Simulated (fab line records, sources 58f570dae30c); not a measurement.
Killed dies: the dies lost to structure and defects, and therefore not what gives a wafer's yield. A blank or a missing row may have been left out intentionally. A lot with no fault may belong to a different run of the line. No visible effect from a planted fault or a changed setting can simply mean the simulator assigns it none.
Struck lot and sound lot, side by side | flow berkeley-cmos170 | 6 out of 331 route steps
Sound: these wafers, L576.3, L576.5, L576.6. Struck: wafers L582.2, L582.4, L582.5. The cause is given at the end.
For every step that has rows: the tool of each side, followed by ch and its chambers, followed by its first start. Under that, the readings that differ: sound wafers | struck wafers | difference of the means | sigmas: that difference in standard deviations of wafers without a fault.
alike: same words and numbers on both sides, and readings whose means sit less than 2 such deviations apart. not compared: any withheld reading, any reading some wafer has no value for, any bound like >300 that may hide the same value, and any number with overlapping values for which the record gives no deviation.
The two part at a step that has a row with sigmas, a row that says differs or no value, or rows on one side only. When numbers do not overlap yet have no deviation, they are printed without sigmas and do not part them. Lack of a reading on every wafer of one side parts them only where that side has two or more wafers.

UCB170_START_BOW_MEAS_00:
  sound on film-metro-03, day 3 07:02; struck on film-metro-04, day 4 13:01
  alike: INCOMING_BOW
then, 1 step without rows for these wafers: UCB170_START_CLEAN_01 (cleans in dHF, time 60 s).
UCB170_START_OXIDATION_02: target thk 20 nm, ox time 1800 s.
  sound on furnace-03 ch 0, day 3 08:23; struck on furnace-03 ch 0, day 4 13:44
  reading                                      | sound             | struck            | difference | sigmas
  ox-time-s (s)                                | 1800 1800 1800    | 2160 2160 2160    | +360       |
  model.SiO2_of_START_OXIDATION_02.thk-nm (nm) | 19.96 19.72 19.84 | 22.02 21.55 21.58 | +1.88      |
  alike: spike-tc-centre-C, tube-center-temp-C
UCB170_START_THK_MEAS_03:
  sound on film-metro-04, day 3 09:54; struck on film-metro-02, day 4 15:15
  reading              | sound          | struck         | difference | sigmas
  START_OXIDE_THK (nm) | 19.9 19.7 19.8 | 22.0 21.6 21.5 | +1.9       | +5
then, 1 step without rows for these wafers: UCB170_START_ANNEAL_04 (time 1200 s).
UCB170_M3_PROBE_99:
  sound wafers here have rows in the record (prober-02, day 9 16:46); struck ones have none

== WHERE THEY PART ==
First at UCB170_START_THK_MEAS_03; last, within this record, at UCB170_M3_PROBE_99.

WHY: whatever the simulator had introduced
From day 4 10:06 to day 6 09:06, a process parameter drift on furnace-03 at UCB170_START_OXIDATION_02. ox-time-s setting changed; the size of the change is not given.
